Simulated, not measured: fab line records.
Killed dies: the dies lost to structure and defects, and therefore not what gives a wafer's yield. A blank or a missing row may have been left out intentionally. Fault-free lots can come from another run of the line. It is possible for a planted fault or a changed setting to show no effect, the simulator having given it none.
Split-lot experiment :: flow rit-cmos :: route with 202 steps; 5 lots, 23 wafers read

## SPLIT DETAILS
At RIT_ACTIVE_CVD_03 (deposits Si3N4 from SiH2Cl2/NH3, target thk 150 nm, time 1500 s), the setting time-s was moved away from the recipe's 1500 s on 20 of the 23 wafers read, by -9.9% to +14.8%. This setting was run at the recipe's value on the other wafers.

## FROM THE SPLIT TO THE READING: what the file shows between them, 4 steps
- RIT_ACTIVE_THK_MEAS_04
- RIT_ACTIVE_HMDS_05: prime time 60 s
- RIT_ACTIVE_COAT_06: resist thk 1000 nm
- RIT_ACTIVE_HARDBAKE_12: time 60 s

## THE READING
oes-product-au, in a.u., at RIT_ACTIVE_ETCH_13 (etches Si3N4 in SF6, stops on SiO2, time 210 s, target depth 210 nm). Typical for fault-free wafers on this fab line: 0.822 a.u., with standard deviation 0.014 a.u.

wafer: L074.1
tool, chamber at the split: -, -
time-s as run, s: 1367
against the recipe: -8.9%
oes-product-au, a.u.: 0.772
against lot-mates on the recipe: no lot-mate on the recipe

wafer: L074.2
tool, chamber at the split: -, -
time-s as run, s: 1367
against the recipe: -8.9%
oes-product-au, a.u.: 0.760
against lot-mates on the recipe: no lot-mate on the recipe

wafer: L074.4
tool, chamber at the split: -, -
time-s as run, s: 1367
against the recipe: -8.9%
oes-product-au, a.u.: 0.793
against lot-mates on the recipe: no lot-mate on the recipe

wafer: L074.5
tool, chamber at the split: -, -
time-s as run, s: 1367
against the recipe: -8.9%
oes-product-au, a.u.: 0.778
against lot-mates on the recipe: no lot-mate on the recipe

wafer: L074.6
tool, chamber at the split: -, -
time-s as run, s: 1367
against the recipe: -8.9%
oes-product-au, a.u.: 0.769
against lot-mates on the recipe: no lot-mate on the recipe

wafer: L078.1
tool, chamber at the split: -, -
time-s as run, s: 1367
against the recipe: -8.9%
oes-product-au, a.u.: 0.785
against lot-mates on the recipe: no lot-mate on the recipe

wafer: L078.2
tool, chamber at the split: -, -
time-s as run, s: 1367
against the recipe: -8.9%
oes-product-au, a.u.: 0.757
against lot-mates on the recipe: no lot-mate on the recipe

wafer: L078.3
tool, chamber at the split: -, -
time-s as run, s: 1367
against the recipe: -8.9%
oes-product-au, a.u.: 0.782
against lot-mates on the recipe: no lot-mate on the recipe

wafer: L078.4
tool, chamber at the split: -, -
time-s as run, s: 1367
against the recipe: -8.9%
oes-product-au, a.u.: 0.776
against lot-mates on the recipe: no lot-mate on the recipe

wafer: L078.5
tool, chamber at the split: -, -
time-s as run, s: 1367
against the recipe: -8.9%
oes-product-au, a.u.: 0.777
against lot-mates on the recipe: no lot-mate on the recipe

wafer: L081.4
tool, chamber at the split: lpcvd-01, 1
time-s as run, s: 1500
against the recipe: recipe
oes-product-au, a.u.: 0.842
against lot-mates on the recipe: -

wafer: L081.5
tool, chamber at the split: lpcvd-01, 1
time-s as run, s: 1500
against the recipe: recipe
oes-product-au, a.u.: 0.829
against lot-mates on the recipe: -

wafer: L081.6
tool, chamber at the split: lpcvd-01, 1
time-s as run, s: 1500
against the recipe: recipe
oes-product-au, a.u.: 0.838
against lot-mates on the recipe: -

wafer: L082.1
tool, chamber at the split: -, -
time-s as run, s: 1722
against the recipe: +14.8%
oes-product-au, a.u.: 0.878
against lot-mates on the recipe: no lot-mate on the recipe

wafer: L082.3
tool, chamber at the split: -, -
time-s as run, s: 1722
against the recipe: +14.8%
oes-product-au, a.u.: 0.889
against lot-mates on the recipe: no lot-mate on the recipe

wafer: L082.4
tool, chamber at the split: -, -
time-s as run, s: 1722
against the recipe: +14.8%
oes-product-au, a.u.: 0.883
against lot-mates on the recipe: no lot-mate on the recipe

wafer: L082.5
tool, chamber at the split: -, -
time-s as run, s: 1722
against the recipe: +14.8%
oes-product-au, a.u.: 0.882
against lot-mates on the recipe: no lot-mate on the recipe

wafer: L082.6
tool, chamber at the split: -, -
time-s as run, s: 1722
against the recipe: +14.8%
oes-product-au, a.u.: 0.875
against lot-mates on the recipe: no lot-mate on the recipe

wafer: L083.1
tool, chamber at the split: -, -
time-s as run, s: 1351
against the recipe: -9.9%
oes-product-au, a.u.: 0.794
against lot-mates on the recipe: no lot-mate on the recipe

wafer: L083.2
tool, chamber at the split: -, -
time-s as run, s: 1351
against the recipe: -9.9%
oes-product-au, a.u.: 0.767
against lot-mates on the recipe: no lot-mate on the recipe

wafer: L083.3
tool, chamber at the split: -, -
time-s as run, s: 1351
against the recipe: -9.9%
oes-product-au, a.u.: 0.763
against lot-mates on the recipe: no lot-mate on the recipe

wafer: L083.4
tool, chamber at the split: -, -
time-s as run, s: 1351
against the recipe: -9.9%
oes-product-au, a.u.: 0.762
against lot-mates on the recipe: no lot-mate on the recipe

wafer: L083.5
tool, chamber at the split: -, -
time-s as run, s: 1351
against the recipe: -9.9%
oes-product-au, a.u.: 0.771
against lot-mates on the recipe: no lot-mate on the recipe

FIT RESULTS
A straight line over all 23 wafers: oes-product-au changes by +0.00456 a.u. for each +1% of time-s; r = +0.97; the points scatter about the line by 0.012 a.u.
Too few moved wafers have a lot-mate on the recipe to fit a line with each lot's own level taken away.

## THE WHOLE CHAIN: every reading that the file lists as answering this split, in the file's order
step: RIT_ACTIVE_CVD_03
what it does: deposits Si3N4 from SiH2Cl2/NH3, target thk 150 nm, time 1500 s
reading: Si3N4_of_ACTIVE_CVD_03.thk-nm (the simulator's own value, which no gauge read)
change (the file's fit): +1.56 nm for each +1% of the setting
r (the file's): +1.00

step: RIT_ACTIVE_THK_MEAS_04
what it does: 
reading: ACTIVE_NITRIDE_THK
change (the file's fit): +1.56 for each +1% of the setting
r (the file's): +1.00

step: RIT_ACTIVE_ETCH_13
what it does: etches Si3N4 in SF6, stops on SiO2, time 210 s, target depth 210 nm
reading: oes-product-au
change (the file's fit): +0.00455 a.u. for each +1% of the setting
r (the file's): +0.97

step: RIT_ACTIVE_ETCH_13
what it does: etches Si3N4 in SF6, stops on SiO2, time 210 s, target depth 210 nm
reading: ACTIVE.feature-depth-nm (the simulator's own value, which no gauge read)
change (the file's fit): +1.57 nm for each +1% of the setting
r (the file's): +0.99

step: RIT_ACTIVE_ETCH_13
what it does: etches Si3N4 in SF6, stops on SiO2, time 210 s, target depth 210 nm
reading: etch.depth-nm (the simulator's own value, which no gauge read)
change (the file's fit): +1.56 nm for each +1% of the setting
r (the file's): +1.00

## THE FILE'S OWN FIT
oes-product-au changes by +0.00455 a.u. for each +1% of time-s, r = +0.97.
